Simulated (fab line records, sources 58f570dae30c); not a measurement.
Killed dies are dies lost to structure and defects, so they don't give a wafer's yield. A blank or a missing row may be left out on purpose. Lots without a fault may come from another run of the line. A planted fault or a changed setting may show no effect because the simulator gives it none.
fab line records | flow berkeley_cmos170
record lots=14 wafers=42 last_day=12
route steps=331 shown PFIELD@85 FIELD@89 SILICIDE@214 CONTACT@232
lots that met no fault: from a run of the same line without faults
start_h: hours from the record's first day to the start of the lot's first wafer shown | wait_h: hours since the lot's step before | " the same as in the row above | L1.1+2: a row that stands for several wafers | - no value, or no start given | * or withheld: withheld | < > ~ a bound
route shown NAME@n: a module of which the file shows steps, and the number in the route of the first | usual: mean/standard deviation of fault-free wafers | same: alike in all rows | chamber/n: place in a boat | sites: the reading at each site | _std_site: their standard deviation | _edge_site: outer sites' mean less inner sites' | radius_mm: how far each site lies from the wafer's centre | mask NAME#n: copy n | behind: the tool/chamber that last shaped the wafer | hold: why the lot was held/for how many hours/how that ended | device: the transistor (n, p or np) that didn't switch | end of line: the same wafers' tests at the end of the route | a step without rows: its recipe alone | killed: dies lost to structure and defects at the first sort, not the wafer's yield | map: a wafer's dies, x killed, . not, _ none there
set.NAME: the setting as run; set.NAME@STEP: as run at that earlier step | model.NAME: the simulator's own value behind a step, which no gauge read
steps of the route over a sample of lots; a table a step, a row a wafer
services: from which hour (start_h, from the record's first day; less than 0 if before it) a tool's chamber was out of use, for how many hours, and why
## steps
# step UCB170_PFIELD_OVL_MEAS_06
# usual PFIELD_OVL=0/5.7
# columns lot.wafer tool chamber start_h wait_h PFIELD_OVL[nm]
L498.1 overlay-02 - 86.12 - -2
L498.2 " - " " 1
L498.4 " - " " -2
L500.1 overlay-02 - 99.83 - 0
L500.5 " - " " 0
L500.6 " - " " 3
L501.1 overlay-02 - 102.36 - 11
L501.3 " - " " 2
L501.6 " - " " 2
L503.2 overlay-01 - 113.72 - -6
L503.3 " - " " -2
L503.5 " - " " -4
L509.2 overlay-01 - 145.01 - -5
L509.4 " - " " -3
L509.5 " - " " -1
L510.1 overlay-02 - 145.31 - 2
L510.5 " - " " -3
L510.6 " - " " 2
L511.2 overlay-01 - 154.13 - 9
L511.4 " - " " 8
L511.6 " - " " 1
L513.3 overlay-01 - 169.74 - 2
L513.4 " - " " -6
L513.5 " - " " -5
L512.1 overlay-02 - 169.97 - 5
L512.3 " - " " 14
L512.6 " - " " 7
L514.3 overlay-02 - 175.06 - 5
L514.4 " - " " 4
L514.6 " - " " 6
L515.1 overlay-02 - 175.54 - 0
L515.3 " - " " -2
L515.5 " - " " 1
L516.1 overlay-02 - 182.27 - 0
L516.3 " - " " -7
L516.5 " - " " -3
L518.1 overlay-02 - 189.10 - 11
L518.3 " - " " 5
L518.4 " - " " 4
L520.1 overlay-01 - 203.16 - 7
L520.4 " - " " 4
L520.5 " - " " 0
# step UCB170_FIELD_CLEAN_00
# recipe chemistry=dHF dilution=25:1 time_s=7.5
# usual time_s=7.5/0
# columns lot.wafer tool chamber start_h wait_h time_s
L498.1 wet_bench-02 2 87.97 1.6 7.5
L498.2 " 2 " " 7.5
L498.4 " 2 " " 7.5
L500.1 wet_bench-02 0 100.18 0.1 7.5
L500.5 " 0 " " 7.5
L500.6 " 0 " " 7.5
L501.1 wet_bench-02 3 102.71 0.1 -
L501.3 " 3 " " -
L501.6 " 3 " " -
L503.2 wet_bench-04 3 114.06 0.0 -
L503.3 " 3 " " -
L503.5 " 3 " " -
L509.2 wet_bench-03 3 145.35 0.0 7.5
L509.4 " 3 " " 7.5
L509.5 " 3 " " 7.5
L510.1 wet_bench-03 1 145.65 0.1 7.5
L510.5 " 1 " " 7.5
L510.6 " 1 " " 7.5
L511.2 wet_bench-04 1 155.52 1.1 7.5
L511.4 " 1 " " 7.5
L511.6 " 1 " " 7.5
L513.3 wet_bench-04 0 170.07 0.0 7.5
L513.4 " 0 " " 7.5
L513.5 " 0 " " 7.5
L512.1 wet_bench-04 3 170.31 0.1 7.5
L512.3 " 3 " " 7.5
L512.6 " 3 " " 7.5
L514.3 wet_bench-03 0 175.39 0.0 7.5
L514.4 " 0 " " 7.5
L514.6 " 0 " " 7.5
L515.1 wet_bench-02 0 175.89 0.1 7.5
L515.3 " 0 " " 7.5
L515.5 " 0 " " 7.5
L516.1 wet_bench-04 2 183.19 0.6 7.5
L516.3 " 2 " " 7.5
L516.5 " 2 " " 7.5
L518.1 wet_bench-03 1 189.44 0.1 7.5
L518.3 " 1 " " 7.5
L518.4 " 1 " " 7.5
L520.1 wet_bench-04 1 203.51 0.1 7.5
L520.4 " 1 " " 7.5
L520.5 " 1 " " 7.5
# step UCB170_SILICIDE_RTA_04
# recipe temp_c=650 time_s=15 ambient=N2
# usual anneal_temp_c_max=653.4/0.66 lamp_power_pct=11.00/0.054 wafer_temp_C_max=653.7/0.79
# columns lot.wafer tool chamber start_h wait_h anneal_temp_c_max lamp_power_pct wafer_temp_C_max
L498.1 rtp_anneal-01 0 150.43 0.1 652.7 11.04 654.0
L498.2 " 0 " " 653.4 11.06 653.7
L498.4 " 0 " " 654.6 11.04 654.1
L501.1 rtp_anneal-01 0 162.25 0.1 653.4 11.04 652.9
L501.3 " 0 " " 652.7 11.04 653.7
L501.6 " 0 " " 653.0 11.05 654.2
L500.1 rtp_anneal-01 0 162.37 0.1 652.9 11.05 652.7
L500.5 " 0 " " 653.8 11.04 653.4
L500.6 " 0 " " 652.2 11.02 653.0
L503.2 rtp_anneal-02 0 181.90 0.1 653.5 10.92 654.6
L503.3 " 0 " " 653.0 10.93 654.2
L503.5 " 0 " " 653.2 10.93 654.3
L510.1 rtp_anneal-01 0 207.12 0.1 653.6 11.04 653.4
L510.5 " 0 " " 652.7 11.06 652.0
L510.6 " 0 " " 653.9 11.03 653.2
L509.2 rtp_anneal-01 0 207.88 0.1 652.4 11.05 653.7
L509.4 " 0 " " 653.6 11.03 653.2
L509.5 " 0 " " 653.8 11.04 654.0
L511.2 rtp_anneal-01 0 220.07 0.1 652.7 11.04 653.8
L511.4 " 0 " " 653.0 11.03 653.7
L511.6 " 0 " " 653.8 11.04 653.0
L515.1 rtp_anneal-01 0 232.92 0.1 653.6 11.04 654.0
L515.3 " 0 " " 653.1 11.04 654.1
L515.5 " 0 " " 652.4 11.04 655.7
L513.3 rtp_anneal-02 0 232.94 0.1 653.6 10.94 653.1
L513.4 " 0 " " 652.8 10.93 653.5
L513.5 " 0 " " 653.6 10.93 654.1
L512.1 rtp_anneal-02 0 233.51 0.1 653.1 10.94 652.7
L512.3 " 0 " " 654.2 10.93 654.8
L512.6 " 0 " " 654.9 10.92 654.3
L514.3 rtp_anneal-01 0 233.53 0.1 653.3 11.04 653.0
L514.4 " 0 " " 652.9 11.02 652.6
L514.6 " 0 " " 653.6 11.05 653.5
L516.1 rtp_anneal-02 0 243.50 0.1 653.7 10.95 654.4
L516.3 " 0 " " 654.5 10.93 654.0
L516.5 " 0 " " 653.4 10.94 654.2
L518.1 rtp_anneal-02 0 249.24 0.1 653.8 10.93 652.8
L518.3 " 0 " " 652.6 10.93 653.2
L518.4 " 0 " " 654.4 10.92 653.7
L520.1 rtp_anneal-02 0 256.40 0.1 652.9 10.93 654.8
L520.4 " 0 " " 652.9 10.94 654.5
L520.5 " 0 " " 654.2 10.91 653.6
# step UCB170_CONTACT_OVL_MEAS_16
# usual CONTACT_OVL=8/5.7
# columns lot.wafer tool chamber start_h wait_h CONTACT_OVL[nm]
L498.1 overlay-02 - 155.83 0.1 15
L498.2 " - " " 14
L498.4 " - " " 13
L500.1 overlay-02 - 168.81 0.1 13
L500.5 " - " " 17
L500.6 " - " " 19
L501.1 overlay-02 - 169.09 0.1 3
L501.3 " - " " 10
L501.6 " - " " 6
L503.2 overlay-02 - 186.26 0.1 1
L503.3 " - " " 1
L503.5 " - " " 12
L510.1 overlay-01 - 211.32 0.1 17
L510.5 " - " " 15
L510.6 " - " " 22
L509.2 overlay-01 - 212.08 0.1 4
L509.4 " - " " 2
L509.5 " - " " 7
L511.2 overlay-01 - 224.00 0.1 0
L511.4 " - " " -1
L511.6 " - " " 2
L513.3 overlay-01 - 238.83 0.1 9
L513.4 " - " " 11
L513.5 " - " " 13
L515.1 overlay-02 - 238.88 0.1 4
L515.3 " - " " 8
L515.5 " - " " 3
L514.3 overlay-02 - 239.11 0.1 6
L514.4 " - " " 7
L514.6 " - " " 9
L512.1 overlay-02 - 239.22 0.1 7
L512.3 " - " " 2
L512.6 " - " " 5
L516.1 overlay-02 - 247.56 0.1 2
L516.3 " - " " 4
L516.5 " - " " 1
L518.1 overlay-01 - 254.40 0.1 2
L518.3 " - " " 3
L518.4 " - " " 6
L520.1 overlay-02 - 261.66 0.1 11
L520.4 " - " " 7
L520.5 " - " " 12
## services
# columns tool chamber start_h hours kind
rtp_anneal-02 - 133.37 40.3 pm
wet_bench-02 - 191.31 1.4 repair
## key
first_sign step=UCB170_FIELD_CLEAN_00 reading=tool_record direction=missing
effect none on later readings
met_at UCB170_FIELD_CLEAN_00
struck_lots L501,L503
tester_left_out L501,L503
not_acting_at UCB170_PFIELD_OVL_MEAS_06,UCB170_SILICIDE_RTA_04,UCB170_CONTACT_OVL_MEAS_16
onset_between 100.18 102.71
fault kind=skipped_step_whole tool=wet_bench-02,wet_bench-04 chamber=- onset_h=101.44 steps=UCB170_FIELD_CLEAN_00 scope=struck_lots_only
# tester_left_out: of these lots the tester's yield and bins aren't shown, on N5 and GAA mostly nor the transistor test; their killed dies are dies lost to structure and defects alone, not to doping, threshold or leakage, so they don't give the yield
